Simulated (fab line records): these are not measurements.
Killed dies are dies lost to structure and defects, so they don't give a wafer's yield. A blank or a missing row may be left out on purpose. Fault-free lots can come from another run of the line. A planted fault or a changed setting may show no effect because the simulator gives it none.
A lot that was struck, set against a sound lot / flow rit-cmos / 13 out of 202 route steps
Sound: wafers L111.1, L111.4, L111.6. Struck: wafers L102.3, L102.5, L102.6. The cause comes at the end.
Per side, at each step with rows, come the tool, then ch with its chambers, and then its first start. Under that, the readings that differ: sound wafers / struck wafers / difference of the means / sigmas: that difference in standard deviations of wafers without a fault.
alike: words and numbers the same on both sides, and readings whose means are apart by under 2 such deviations; not compared: readings that were withheld, readings missing a value for some wafer, numbers with overlapping values and no deviation given by the record, and bounds like >300 which may hide the same value.
A row with sigmas, a row that says differs or no value, or rows on one side alone: a step with any of these is where the two part. When numbers do not overlap yet have no deviation, they are printed without sigmas and do not part them. A reading missing from all wafers of one side parts the sides only when that side holds two or more wafers.

first, 2 steps without rows for these wafers: RIT_PLDD_PEB_04; RIT_PLDD_DEVELOP_05 (develop time 50 s).
RIT_PLDD_OVL_MEAS_06:
  sound: overlay-01 at day 6 23:11; struck: overlay-02 at day 5 03:31
  alike: PLDD_OVL
then, 2 steps without rows for these wafers: RIT_PLDD_HARDBAKE_07 (time 60 s); RIT_PLDD_IMPLANT_08.
RIT_PLDD_STRIP_09: strips in O2, time 180 s.
  sound on plasma-asher-01 ch 1, day 6 23:31; struck on plasma-asher-03 ch 0,1, day 5 03:54
  alike: drypump-motor-current-A
  not compared: rf-hours-counter-h
RIT_PLDD_TW_MEAS_10:
  sound: film-metro-01 at day 6 23:42; struck: film-metro-01 at day 5 04:02
  alike: PLDD_TW
then, 4 steps without rows for these wafers: RIT_SPACER_CLEAN_00 (cleans in SC1, time 600 s); RIT_SPACER_CLEAN_01 (cleans in dHF, time 30 s); RIT_SPACER_CLEAN_02 (cleans in SC2, time 600 s); RIT_SPACER_CVD_03 (deposits Si3N4 from SiH2Cl2/NH3, target thk 250 nm, time 3300 s).
RIT_SPACER_THK_MEAS_04:
  sound: film-metro-04 at day 7 02:17; struck: film-metro-03 at day 5 06:23
  alike: SPACER_NITRIDE_THK
RIT_SPACER_ETCHBACK_05: etches Si3N4 in SF6/CHF3, stops on SiO2, target depth 250 nm, time 240 s.
  sound on rie-diel-04 ch 0,1,2, day 7 02:20; struck on rie-diel-04 ch 1,2,3, day 5 06:25
  no value came back on the struck wafers for any of 5 readings (CHF3_flow_sccm (sccm), SF6_flow_sccm (sccm) and others); on the sound wafers CHF3_flow_sccm (sccm) reads 29.99 29.81 29.97
reading=model.poly-Si_of_GATE_CVD_08.thk-nm (nm); sound=166.8 166.5 166.8; struck=231.7 229.4 233; difference=+64.7; sigmas=
reading=model.Si3N4_of_SPACER_CVD_03.thk-nm (nm); sound=192.5 193.4 193.7; struck=243 244.8 243.2; difference=+50; sigmas=
reading=model.SiO2_of_FOX2_OXIDATION_00.thk-nm (nm); sound=180.6 181.8 177.7; struck=232.7 232.7 235.7; difference=+53.7; sigmas=
  not compared: rf-hours-counter-h

== WHERE THEY PART ==
Only at RIT_SPACER_ETCHBACK_05, within this record.

WHY: what the simulator had put in
Step skipped in full: rie-diel-04, at RIT_SPACER_ETCHBACK_05, from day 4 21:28 onward. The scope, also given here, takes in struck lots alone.
